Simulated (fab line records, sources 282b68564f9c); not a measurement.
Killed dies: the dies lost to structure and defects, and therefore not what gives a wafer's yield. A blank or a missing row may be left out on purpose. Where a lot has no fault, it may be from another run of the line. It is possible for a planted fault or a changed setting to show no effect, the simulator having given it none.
Code-filled problem report in 8D (eight disciplines) form :: flow ritCmos :: the parts of the form that need people (team, actions taken, sign-off) are left out

1. WHAT IS WRONG
oesProductAu at RIT_ACTIVE_ETCH_13 reads a mean of 0.727 a.u. on 2 wafers of 1 lot; wafers without a fault read 0.826 a.u. with a standard deviation of 0.015. That is -6.6 standard deviations from the usual mean.
The step: etches Si3N4 in SF6, stops on SiO2, time 210 s, target depth 210 nm.
Earliest sighting: wafer L617.3 on rieDiel-01 at day 6 06:43. The record has a number at this step for 39 wafers belonging to 13 lots. By rule, "out" or "out of limits" means more than 4 standard deviations away from the usual mean. The rest of the wafers with a number are treated as sound.

2. WHAT IT IS AND WHAT IT IS NOT
question: which readings at this step
is: oesProductAu
is not: drypumpMotorCurrentA, rfFwdPowerW, throttleValvePct

question: which lots
is: L617
is not: L595, L596, L598, L599, L601, L602, L603, L605, L607, L608, L611, L618

question: which wafers of those lots
is: L617.3, L617.6
is not: L617.4

question: read on which tools
is: rieDiel-01
is not: rieDiel-03, rieDiel-04

question: when
is: from day 6 06:43
is not: up to then (34 sound wafers); but 3 sound wafers of L618 came after

3. THE SUSPECTS, EACH WITH WHAT RULES IT OUT
Counting: any tool at a process step up to the reading remains a suspect provided it ran every lot that is out. Sound lots after the first of them don't rule it out here, since some wafers of a struck lot are sound.
- rieDiel-01 at RIT_ACTIVE_ETCH_13 (etches Si3N4 in SF6, stops on SiO2, time 210 s, target depth 210 nm): kept. L617, the lot that is out, went through it at day 6 06:43; up to then, the latest sound lot through it was L611 at day 5 00:11. On those wafers its own readings are out: oesProductAu.
- At RIT_ACTIVE_ETCH_13 on rieDiel-01, chamber 0 took the sound wafers of the same lots and chamber 2 took the wafers that are out.
Left after counting: rieDiel-01 at RIT_ACTIVE_ETCH_13.

4. THE CAUSE (what the simulator had put in)
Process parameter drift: rieDiel-01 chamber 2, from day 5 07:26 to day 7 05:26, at RIT_ACTIVE_ETCH_13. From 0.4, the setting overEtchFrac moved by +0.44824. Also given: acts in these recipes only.
Only this tool survived the counting.

5. SEQUENCE OF EFFECTS, ordered by route
Each row: a reading where the mean over the struck wafers with a number is more than 3 standard deviations away from the usual. Readings are gone through only where the record gives a usual standard deviation; hours: the median, over the lots, of the time from a lot's start at the first step in this table giving one to that lot's start at this step; sigmas: the change measured in usual standard deviations.
hours: 0
step: RIT_ACTIVE_ETCH_13
reading: oesProductAu
usual: 0.826 a.u.
on struck wafers: 0.727
change: -0.099
sigmas: -6.6
The process steps in it:
- RIT_ACTIVE_ETCH_13: etches Si3N4 in SF6, stops on SiO2, time 210 s, target depth 210 nm.

6. WHAT WOULD HAVE CAUGHT IT SOONER
In this record no reading fell out of limits until day 6 06:43, 23 hours after the fault had begun at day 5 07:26.
